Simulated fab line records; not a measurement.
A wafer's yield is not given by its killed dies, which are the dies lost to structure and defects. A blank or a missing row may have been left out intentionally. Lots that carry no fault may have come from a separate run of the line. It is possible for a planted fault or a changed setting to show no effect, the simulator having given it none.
Comparing a struck lot with a sound one :: flow berkeley cmos170 :: 14 steps out of a route of 331
Sound: the wafers L902.2, L902.5, L902.6. Struck: wafers L894.4, L894.5, L894.6. The cause is given at the end.
Each step with rows lists, per side, the tool, then ch with its chambers, then its first start. Under that, the readings that differ: sound wafers :: struck wafers :: difference of the means :: sigmas: that difference in standard deviations of wafers without a fault.
alike: readings with means less than 2 such deviations apart, plus words and numbers identical on both sides. not compared: withheld readings, readings lacking a value on some wafer, bounds such as >300 that could conceal the same value, and numbers that have no deviation in the record and whose values overlap.
A row with sigmas, a row that says differs or no value, or rows on one side alone: a step with any of these is where the two part. Non-overlapping numbers with no deviation appear without sigmas and do not part them. Lack of a reading on every wafer of one side parts them only where that side has two or more wafers.

first, 1 step without rows for these wafers: UCB170_CONTACT_CLEAN_07 (cleans in SPM, time 600 s).
UCB170_CONTACT_RTA_08: time 10 s.
  sound on rtp anneal-02 ch 0, day 11 18:04; struck on rtp anneal-02 ch 0, day 11 08:43
  alike: lamp power pct, wafer_temp_C_max
then, 6 steps without rows for these wafers: UCB170_CONTACT_COAT_09; UCB170_CONTACT_COAT_10 (resist thk 900 nm); UCB170_CONTACT_SOFTBAKE_11 (time 60 s); UCB170_CONTACT_EXPOSE_12 (exposes mask CONT, target cd 700 nm); UCB170_CONTACT_PEB_13; UCB170_CONTACT_DEVELOP_14 (develop time 45 s).
UCB170_CONTACT_CD_MEAS_15: target cd 700 nm.
  struck on cd sem-01, day 11 09:39; sound on cd sem-01, day 11 19:22
  alike: cd nm
UCB170_CONTACT_OVL_MEAS_16:
  struck on overlay-02, day 11 09:44; sound on overlay-02, day 11 19:29
  alike: CONTACT_OVL
UCB170_CONTACT_ETCH_17: etches BARC in N2/H2.
  sound on rie diel-03 ch 2,3, day 11 19:31; struck on rie diel-02 ch 1,2,3, day 11 09:45
  alike: bias w, drypump motor current A, h2 flow sccm, oes product au, throttle valve pct
UCB170_CONTACT_ETCH_18: etches PSG in CHF3/CF4/Ar, stops on TiSi2, target depth 840 nm, time 195 s.
  sound: rie diel-03 ch 2,3; struck: rie diel-02 ch 1,2,3
  alike: cf4 flow sccm, drypump motor current A, oes product au, throttle valve pct
  not compared: rf hours counter h
UCB170_CONTACT_STRIP_19: strips in O2.
  sound on plasma asher-02 ch 0,1, day 11 19:41; struck on plasma asher-01 ch 0,1, day 11 09:57
  no value came back on the struck wafers for chamber pressure mTorr (mTorr), drypump motor current A (A), oes product au (a.u.); on the sound wafers chamber pressure mTorr (mTorr) reads 3500 3502 3506
reading: model.KrF_of_CONTACT_COAT_10.thk nm (nm)
sound: 0 0 0
struck: 691.8 688.4 694.6
difference: +691.6
sigmas: 
  not compared: rf hours counter h
UCB170_CONTACT_CD_MEAS_90: target cd 700 nm.
  struck on cd sem-02, day 11 10:05; sound on cd sem-02, day 11 19:48
  alike: cd nm

## WHERE THEY PART
At UCB170_CONTACT_STRIP_19 and nowhere else, as far as this record goes. Later steps at which nothing parts them and some readings are alike: UCB170_CONTACT_CD_MEAS_90.

WHY: what had been put in by the simulator
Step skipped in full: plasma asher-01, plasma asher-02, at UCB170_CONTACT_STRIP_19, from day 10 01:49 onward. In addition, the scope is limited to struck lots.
